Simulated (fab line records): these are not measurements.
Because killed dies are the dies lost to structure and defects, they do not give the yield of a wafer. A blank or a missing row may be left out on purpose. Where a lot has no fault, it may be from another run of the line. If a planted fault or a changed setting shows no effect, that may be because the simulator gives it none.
Comparing a struck lot with a sound one ; flow berkeley_cmos170 ; 16 out of 331 route steps
Sound: wafers L281.1, L281.2, L281.6. Struck: wafers L289.1, L289.3, L289.4. The cause comes at the end.
Each step with rows lists, per side, the tool, then ch with its chambers, then its first start. Under that, the readings that differ: sound wafers ; struck wafers ; difference of the means ; sigmas: that difference in standard deviations of wafers without a fault.
alike: same words and numbers on both sides, and readings whose means sit less than 2 such deviations apart. not compared: any withheld reading, any reading some wafer has no value for, any bound like >300 that may hide the same value, and any number with overlapping values for which the record gives no deviation.
The two part at a step that has a row with sigmas, a row that says differs or no value, or rows on one side only. Numbers that don't overlap but have no deviation are shown without sigmas and don't part them. Lack of a reading on every wafer of one side parts them only where that side has two or more wafers.

UCB170_M1_SPUTTER_00: material Al, target thk 600 nm, time 80 s.
  sound on pvd_sputter-01, day 6 23:04; struck on pvd_sputter-04, day 8 11:07
  alike: throttle_valve_pct
UCB170_M1_RS_MEAS_01: uses a four-point probe to measure.
  sound on film_metro-03, day 6 23:08; struck on film_metro-03, day 8 11:11
  alike: M1_AL_RS
UCB170_M1_THK_MEAS_02: measures by xrf.
  sound on film_metro-03, day 6 23:15; struck on film_metro-03, day 8 11:19
  alike: M1_AL_THK
then, 6 steps without rows for these wafers: UCB170_M1_COAT_03; UCB170_M1_COAT_04 (resist thk 900 nm); UCB170_M1_SOFTBAKE_05 (time 60 s); UCB170_M1_EXPOSE_06 (exposes mask METAL1, target cd 700 nm); UCB170_M1_PEB_07; UCB170_M1_DEVELOP_08 (develop time 45 s).
UCB170_M1_CD_MEAS_09: the cd target is 700 nm.
  sound on cd_sem-02, day 7 00:19; struck on cd_sem-02, day 8 12:13
  alike: cd_nm
UCB170_M1_OVL_MEAS_10:
  sound on overlay-01, day 7 00:26; struck on overlay-02, day 8 12:20
  alike: M1_OVL
UCB170_M1_ETCH_11: etches BARC in N2/H2.
  sound on rie_diel-04 ch 0,1,3, day 7 00:29; struck on rie_diel-01 ch 0,1,2, day 8 12:22
  alike: bias_w, chamber_pressure_mTorr, drypump_motor_current_A, oes_product_au, throttle_valve_pct
UCB170_M1_METAL_ETCH_12: etches Al in Cl2/BCl3, stops on PSG, target depth 780 nm, time 130 s.
  sound on rie_metal-03 ch 0,1, day 7 00:31; struck on rie_metal-02 ch 0,1, day 8 12:25
  no value came back on the struck wafers for any of 5 readings (bcl3_flow_sccm (sccm), bias_w (W) and others); on the sound wafers bcl3_flow_sccm (sccm) reads 45.03 45.12 44.82
reading;sound;struck;difference;sigmas
model.KrF_of_M1_COAT_04.thk_nm (nm);435.8 433.1 433.2;886.5 888.9 886.8;+453.4;
model.PSG_of_CONTACT_CVD_01.thk_nm (nm);666.1 660.2 662.2;683.6 675.9 676.8;+15.9;
  not compared: rf_hours_counter_h
UCB170_M1_STRIP_13: strips in O2.
  sound on plasma_asher-03 ch 0,1, day 7 00:39; struck on plasma_asher-03 ch 0,1, day 8 12:32
  alike: drypump_motor_current_A, oes_product_au
  not compared: rf_hours_counter_h
UCB170_M1_CD_MEAS_90: the cd target is 700 nm.
  sound on cd_sem-01, day 7 00:45; struck on cd_sem-01, day 8 12:38
reading;sound;struck;difference;sigmas
cd_nm (nm);704.2 699.0 701.1;- - -;no value on the struck wafers;
then, 1 step without rows for these wafers: UCB170_M1_ANNEAL_14 (time 1200 s).

WHERE THEY PART
Earliest at UCB170_M1_METAL_ETCH_12; latest, in this record, at UCB170_M1_CD_MEAS_90.

WHY: the cause the simulator had injected
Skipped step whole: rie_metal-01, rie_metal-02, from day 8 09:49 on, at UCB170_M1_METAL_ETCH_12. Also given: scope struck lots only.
